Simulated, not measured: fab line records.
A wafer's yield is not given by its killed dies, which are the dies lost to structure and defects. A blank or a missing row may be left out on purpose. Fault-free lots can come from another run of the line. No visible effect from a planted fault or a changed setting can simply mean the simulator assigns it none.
Which of the tools did it? :: flow berkeley_cmos170 :: Sampling: 7 lots, 21 wafers, 3 of 331 route steps

## WHAT THE GAUGES SHOWED, per wafer
UCB170_NSD_CD_MEAS_06: the cd target is 1200 nm.
lot: L653
measured: day 7 19:57
on: cd_sem-02
cd_nm (nm): 1202.4 1201.4 1200.4

lot: L655
measured: day 7 20:11
on: cd_sem-01
cd_nm (nm): 1200.5 1200.5 1200.4

lot: L660
measured: day 9 08:10
on: cd_sem-02
cd_nm (nm): 1200.0 1199.3 1202.6

lot: L665
measured: day 10 08:02
on: cd_sem-02
cd_nm (nm): 1200.4 1199.1 1200.3

lot: L668
measured: day 11 03:38
on: cd_sem-01
cd_nm (nm): 1198.8 1198.7 1198.8

lot: L670
measured: day 11 02:56
on: cd_sem-01
cd_nm (nm): 1200.8 1199.9 1200.6

## EACH LOT AND THE TOOL THAT RAN IT (in order: tool; ch and the chambers of the sampled wafers; start)
lot: L653
UCB170_PFIELD_STRIP_08: plasma_asher-03 ch 0,1, day 5 05:43
UCB170_SPACER_ETCHBACK_03: rie_diel-02 ch 0,3, day 7 16:13

lot: L655
UCB170_PFIELD_STRIP_08: plasma_asher-02 ch 0,1, day 5 17:59
UCB170_SPACER_ETCHBACK_03: rie_diel-02 ch 0,2,3, day 7 16:17

lot: L660
UCB170_PFIELD_STRIP_08: plasma_asher-03 ch 0,1, day 6 18:32
UCB170_SPACER_ETCHBACK_03: rie_diel-04 ch 0,2, day 9 04:40

lot: L662
UCB170_PFIELD_STRIP_08: plasma_asher-03 ch 0,1, day 7 02:46
UCB170_SPACER_ETCHBACK_03: rie_diel-03 ch 2,3, day 9 09:07

lot: L665
UCB170_PFIELD_STRIP_08: plasma_asher-02 ch 0,1, day 7 23:14
UCB170_SPACER_ETCHBACK_03: rie_diel-04 ch 0,1, day 10 02:37

lot: L668
UCB170_PFIELD_STRIP_08: plasma_asher-02 ch 0,1, day 8 09:44
UCB170_SPACER_ETCHBACK_03: rie_diel-02 ch 2, day 10 22:58

lot: L670
UCB170_PFIELD_STRIP_08: plasma_asher-02 ch 0,1, day 8 21:20
UCB170_SPACER_ETCHBACK_03: rie_diel-04 ch 1,2, day 10 23:00
- UCB170_PFIELD_STRIP_08: strips in O2.
- UCB170_SPACER_ETCHBACK_03: etches SiO2 in CHF3/CF4/Ar, stops on Si, target depth 376 nm, time 100 s.

## THE ANSWER, worked out from the rows above alone
Rule: the lots themselves supply what counts as usual. The widest of any qualifying gaps counts: lots, ordered by their means at a reading, are off when they make up no more than a third of the lots, leave a main group of 4 or more, and stand apart from it by 3 or more times the standard deviation of that group's means. A main group whose means are all the same, to the digits that the tables above print for the reading, isn't used. A lot without any number at a reading at which 4 lots or more have one is off too. Any other lot the step has rows for is counted as sound.
Across all readings shown, no lot is off: no conclusion can be drawn from this.

## WHAT WAS PUT IN BY THE SIMULATOR
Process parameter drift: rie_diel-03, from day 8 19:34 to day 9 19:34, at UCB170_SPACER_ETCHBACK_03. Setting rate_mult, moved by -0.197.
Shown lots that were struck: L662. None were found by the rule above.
